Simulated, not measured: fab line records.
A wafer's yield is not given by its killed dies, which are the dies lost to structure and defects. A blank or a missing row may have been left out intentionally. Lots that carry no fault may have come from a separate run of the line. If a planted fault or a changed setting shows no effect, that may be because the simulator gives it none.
Which tool is to blame? :: flow berkeley_cmos170 :: 45 wafers from 15 lots sampled at 5 of the route's 331 steps

## WHAT THE GAUGES SHOWED, per wafer
UCB170_PSD_CD_MEAS_06: the cd target is 1200 nm.
lot: L424
measured: day 7 09:26
on: cd_sem-02
cd_nm (nm): 1198.2 1196.7 1199.4

lot: L428
measured: day 8 01:32
on: cd_sem-02
cd_nm (nm): 1197.9 1199.3 1199.1

lot: L425
measured: day 8 02:27
on: cd_sem-02
cd_nm (nm): 1199.7 1199.4 1200.4

lot: L429
measured: day 8 22:29
on: cd_sem-01
cd_nm (nm): 1198.4 1198.4 1199.1

lot: L431
measured: day 9 08:03
on: cd_sem-02
cd_nm (nm): 1201.7 1201.6 1201.7

lot: L435
measured: day 9 22:23
on: cd_sem-01
cd_nm (nm): 1199.3 1200.7 1199.9

lot: L438
measured: day 10 13:37
on: cd_sem-02
cd_nm (nm): 1198.9 1198.4 1198.6

lot: L439
measured: day 11 02:51
on: cd_sem-01
cd_nm (nm): 1199.1 1200.0 1199.2

lot: L440
measured: day 11 15:05
on: cd_sem-01
cd_nm (nm): 1197.5 1198.7 1199.3

lot: L441
measured: day 11 15:12
on: cd_sem-02
cd_nm (nm): 1199.1 1197.8 1198.7

lot: L444
measured: day 11 22:08
on: cd_sem-01
cd_nm (nm): 1198.6 1197.6 1196.5

lot: L442
measured: day 11 21:46
on: cd_sem-01
cd_nm (nm): 1201.5 1200.3 1200.6

lot: L443
measured: day 11 21:53
on: cd_sem-02
cd_nm (nm): 1198.5 1198.9 1198.5

lot: L446
measured: day 12 12:15
on: cd_sem-01
cd_nm (nm): 1201.8 1200.5 1200.3

lot: L445
measured: day 12 12:33
on: cd_sem-01
cd_nm (nm): 1199.8 1200.1 1200.4

UCB170_PSD_OVL_MEAS_07.
lot: L424
measured: day 7 09:32
on: overlay-02
PSD_OVL (nm): 3 4 4

lot: L428
measured: day 8 01:39
on: overlay-02
PSD_OVL (nm): 8 3 17

lot: L425
measured: day 8 02:34
on: overlay-02
PSD_OVL (nm): 5 -7 7

lot: L429
measured: day 8 22:37
on: overlay-02
PSD_OVL (nm): 13 -2 3

lot: L431
measured: day 9 08:10
on: overlay-02
PSD_OVL (nm): 8 0 -4

lot: L435
measured: day 9 22:31
on: overlay-02
PSD_OVL (nm): 1 3 4

lot: L438
measured: day 10 13:44
on: overlay-02
PSD_OVL (nm): -6 4 -2

lot: L439
measured: day 11 02:56
on: overlay-02
PSD_OVL (nm): 1 2 5

lot: L440
measured: day 11 15:12
on: overlay-02
PSD_OVL (nm): -1 14 2

lot: L441
measured: day 11 15:17
on: overlay-01
PSD_OVL (nm): 3 7 -1

lot: L444
measured: day 11 22:16
on: overlay-02
PSD_OVL (nm): 6 2 0

lot: L442
measured: day 11 21:53
on: overlay-02
PSD_OVL (nm): 5 14 11

lot: L443
measured: day 11 21:59
on: overlay-01
PSD_OVL (nm): 1 -6 -1

lot: L446
measured: day 12 12:22
on: overlay-02
PSD_OVL (nm): 6 6 -3

lot: L445
measured: day 12 12:38
on: overlay-01
PSD_OVL (nm): 3 -2 0

UCB170_SDANNEAL_RS_MEAS_02: the measuring method here is four-point-probe.
lot: L424
measured: day 7 12:58
on: film_metro-01
PSD_RS (ohm/sq): 76.6 76.5 76.6

lot: L428
measured: day 8 06:01
on: film_metro-01
PSD_RS (ohm/sq): 76.9 76.6 76.7

lot: L425
measured: day 8 06:50
on: film_metro-02
PSD_RS (ohm/sq): - - -

lot: L429
measured: day 9 01:39
on: film_metro-01
PSD_RS (ohm/sq): - - -

lot: L431
measured: day 9 11:50
on: film_metro-03
PSD_RS (ohm/sq): - - -

lot: L435
measured: day 10 01:59
on: film_metro-01
PSD_RS (ohm/sq): 76.1 76.4 76.6

lot: L438
measured: day 10 17:49
on: film_metro-01
PSD_RS (ohm/sq): 76.2 76.7 76.3

lot: L439
measured: day 11 05:58
on: film_metro-03
PSD_RS (ohm/sq): 76.4 76.5 76.6

lot: L440
measured: day 11 18:08
on: film_metro-02
PSD_RS (ohm/sq): 77.0 77.2 76.8

lot: L441
measured: day 11 18:27
on: film_metro-03
PSD_RS (ohm/sq): 76.6 76.8 76.5

lot: L444
measured: day 12 03:22
on: film_metro-01
PSD_RS (ohm/sq): 76.1 76.4 76.0

lot: L442
measured: day 12 03:05
on: film_metro-02
PSD_RS (ohm/sq): 76.4 76.8 76.5

lot: L443
measured: day 12 03:52
on: film_metro-03
PSD_RS (ohm/sq): 76.8 76.8 76.6

lot: L446
measured: day 12 15:44
on: film_metro-02
PSD_RS (ohm/sq): 76.2 76.0 76.2

lot: L445
measured: day 12 16:23
on: film_metro-01
PSD_RS (ohm/sq): 77.2 76.9 76.8

## WHAT TOOL EACH LOT RAN ON (gives the tool, then ch and the chambers of the sampled wafers, and finally the start)
lot: L424
UCB170_GATE_SOFTBAKE_08: litho_track-04 ch 0, day 7 09:26 or earlier
UCB170_PSD_IMPLANT_08: implanter-04 ch 0, day 7 09:35

lot: L428
UCB170_GATE_SOFTBAKE_08: litho_track-04 ch 0, day 8 01:32 or earlier
UCB170_PSD_IMPLANT_08: implanter-03 ch 0, day 8 01:42

lot: L425
UCB170_GATE_SOFTBAKE_08: litho_track-01 ch 0, day 8 02:27 or earlier
UCB170_PSD_IMPLANT_08: implanter-03 ch 0, day 8 02:37

lot: L429
UCB170_GATE_SOFTBAKE_08: litho_track-01 ch 0, day 8 22:29 or earlier
UCB170_PSD_IMPLANT_08: implanter-03 ch 0, day 8 22:39

lot: L431
UCB170_GATE_SOFTBAKE_08: litho_track-02 ch 0, day 9 08:03 or earlier
UCB170_PSD_IMPLANT_08: implanter-03 ch 0, day 9 08:12

lot: L435
UCB170_GATE_SOFTBAKE_08: litho_track-01 ch 0, day 9 22:23 or earlier
UCB170_PSD_IMPLANT_08: implanter-01 ch 0, day 9 22:33

lot: L438
UCB170_GATE_SOFTBAKE_08: litho_track-02 ch 0, day 10 13:37 or earlier
UCB170_PSD_IMPLANT_08: implanter-01 ch 0, day 10 13:47

lot: L439
UCB170_GATE_SOFTBAKE_08: litho_track-04 ch 0, day 11 02:51 or earlier
UCB170_PSD_IMPLANT_08: implanter-04 ch 0, day 11 03:01

lot: L440
UCB170_GATE_SOFTBAKE_08: litho_track-04 ch 0, day 11 15:05 or earlier
UCB170_PSD_IMPLANT_08: implanter-01 ch 0, day 11 15:14

lot: L441
UCB170_GATE_SOFTBAKE_08: litho_track-02 ch 0, day 11 15:12 or earlier
UCB170_PSD_IMPLANT_08: implanter-03 ch 0, day 11 15:22

lot: L444
UCB170_GATE_SOFTBAKE_08: litho_track-02 ch 0, day 11 22:08 or earlier
UCB170_PSD_IMPLANT_08: implanter-03 ch 0, day 11 22:18

lot: L442
UCB170_GATE_SOFTBAKE_08: litho_track-04 ch 0, day 11 21:46 or earlier
UCB170_PSD_IMPLANT_08: implanter-01 ch 0, day 11 21:56

lot: L443
UCB170_GATE_SOFTBAKE_08: litho_track-01 ch 0, day 11 21:53 or earlier
UCB170_PSD_IMPLANT_08: implanter-04 ch 0, day 11 22:03

lot: L446
UCB170_GATE_SOFTBAKE_08: litho_track-04 ch 0, day 12 12:15 or earlier
UCB170_PSD_IMPLANT_08: implanter-01 ch 0, day 12 12:25

lot: L445
UCB170_GATE_SOFTBAKE_08: litho_track-02 ch 0, day 12 12:33 or earlier
UCB170_PSD_IMPLANT_08: implanter-03 ch 0, day 12 12:43
- UCB170_GATE_SOFTBAKE_08: time 62.48 s.
- UCB170_PSD_IMPLANT_08

## AS READ BY THE TOOLS THEMSELVES (means over the sampled wafers that have a number; for cases with no such wafer, the mark the record gives instead)
UCB170_GATE_SOFTBAKE_08.
lot: L424
tool: litho_track-04
plate_sensor_t_centre_C (C): 131.40
plate_sensor_t_edge_C (C): 131.54
resist_line_temp_C (C): 22.94
softbake_temp_c (C): 130.02

lot: L428
tool: litho_track-04
plate_sensor_t_centre_C (C): 131.41
plate_sensor_t_edge_C (C): 131.52
resist_line_temp_C (C): 23.03
softbake_temp_c (C): 130.04

lot: L425
tool: litho_track-01
plate_sensor_t_centre_C (C): 131.41
plate_sensor_t_edge_C (C): 131.53
resist_line_temp_C (C): 22.92
softbake_temp_c (C): 129.90

lot: L429
tool: litho_track-01
plate_sensor_t_centre_C (C): 131.40
plate_sensor_t_edge_C (C): 131.52
resist_line_temp_C (C): 23.00
softbake_temp_c (C): 130.13

lot: L431
tool: litho_track-02
plate_sensor_t_centre_C (C): 131.42
plate_sensor_t_edge_C (C): 131.53
resist_line_temp_C (C): 22.86
softbake_temp_c (C): 130.18

lot: L435
tool: litho_track-01
plate_sensor_t_centre_C (C): 131.41
plate_sensor_t_edge_C (C): 131.54
resist_line_temp_C (C): 22.88
softbake_temp_c (C): 130.10

lot: L438
tool: litho_track-02
plate_sensor_t_centre_C (C): 131.40
plate_sensor_t_edge_C (C): 131.52
resist_line_temp_C (C): 22.97
softbake_temp_c (C): 129.88

lot: L439
tool: litho_track-04
plate_sensor_t_centre_C (C): 131.41
plate_sensor_t_edge_C (C): 131.53
resist_line_temp_C (C): 22.98
softbake_temp_c (C): 129.94

lot: L440
tool: litho_track-04
plate_sensor_t_centre_C (C): 131.41
plate_sensor_t_edge_C (C): 131.52
resist_line_temp_C (C): 22.99
softbake_temp_c (C): 129.75

lot: L441
tool: litho_track-02
plate_sensor_t_centre_C (C): 131.41
plate_sensor_t_edge_C (C): 131.53
resist_line_temp_C (C): 23.07
softbake_temp_c (C): 130.11

lot: L444
tool: litho_track-02
plate_sensor_t_centre_C (C): 131.41
plate_sensor_t_edge_C (C): 131.52
resist_line_temp_C (C): 23.04
softbake_temp_c (C): 130.04

lot: L442
tool: litho_track-04
plate_sensor_t_centre_C (C): 131.40
plate_sensor_t_edge_C (C): 131.53
resist_line_temp_C (C): 22.97
softbake_temp_c (C): 130.10

lot: L443
tool: litho_track-01
plate_sensor_t_centre_C (C): 131.41
plate_sensor_t_edge_C (C): 131.52
resist_line_temp_C (C): 22.97
softbake_temp_c (C): 130.05

lot: L446
tool: litho_track-04
plate_sensor_t_centre_C (C): 131.41
plate_sensor_t_edge_C (C): 131.53
resist_line_temp_C (C): 23.00
softbake_temp_c (C): 129.96

lot: L445
tool: litho_track-02
plate_sensor_t_centre_C (C): 131.41
plate_sensor_t_edge_C (C): 131.53
resist_line_temp_C (C): 22.85
softbake_temp_c (C): 129.96

UCB170_PSD_IMPLANT_08.
lot: L424
tool: implanter-04
tilt_deg (degrees): 6.965

lot: L428
tool: implanter-03
tilt_deg (degrees): 6.995

lot: L425
tool: implanter-03
tilt_deg (degrees): 7.870

lot: L429
tool: implanter-03
tilt_deg (degrees): 7.870

lot: L431
tool: implanter-03
tilt_deg (degrees): 7.916

lot: L435
tool: implanter-01
tilt_deg (degrees): 6.987

lot: L438
tool: implanter-01
tilt_deg (degrees): 6.979

lot: L439
tool: implanter-04
tilt_deg (degrees): 7.007

lot: L440
tool: implanter-01
tilt_deg (degrees): 7.009

lot: L441
tool: implanter-03
tilt_deg (degrees): 7.018

lot: L444
tool: implanter-03
tilt_deg (degrees): 7.008

lot: L442
tool: implanter-01
tilt_deg (degrees): 7.007

lot: L443
tool: implanter-04
tilt_deg (degrees): 6.999

lot: L446
tool: implanter-01
tilt_deg (degrees): 7.004

lot: L445
tool: implanter-03
tilt_deg (degrees): 6.984

## THE ANSWER, worked out from the rows above alone
Rule: the usual values come from the lots themselves. Put in order of their means at a reading, lots are off if they are a third of the lots or fewer, leave a main group of 4 or more, and stand apart from it by a gap of 3 or more times the standard deviation of the main group's means; of several such gaps the widest counts. A main group whose means are all the same, to the digits that the tables above print for the reading, isn't used. Also off: a lot with no number at a reading for which 4 or more lots have one. Where the step has rows for the other lots, those lots are counted as sound. The gauges are gone through in route order, then the tools' own readings, and for those a lot's mean is taken as printed above. The first step at which some lot is off is used, and at that step the reading that is off furthest; a lot without a number counts as furthest.
Off: L425, L429, L431, at UCB170_SDANNEAL_RS_MEAS_02 (PSD_RS). Without a number there: L425, L429, L431. Mean 76.6 ohm/sq and standard deviation 0.26 in the main group.
A tool fits if, at a process step before that reading, it ran every lot that is off, and no sound lot after the first of them. The gauges at UCB170_SDANNEAL_RS_MEAS_02 aren't tried: what is off there is off at UCB170_PSD_IMPLANT_08 too, on other tools, and a gauge's error can't cause that. UCB170_GATE_SOFTBAKE_08: start missing for some lots; hours and lot order therefore follow UCB170_PSD_CD_MEAS_06. Not one of the candidates tried fits.

## WHAT THE SIMULATOR PUT IN
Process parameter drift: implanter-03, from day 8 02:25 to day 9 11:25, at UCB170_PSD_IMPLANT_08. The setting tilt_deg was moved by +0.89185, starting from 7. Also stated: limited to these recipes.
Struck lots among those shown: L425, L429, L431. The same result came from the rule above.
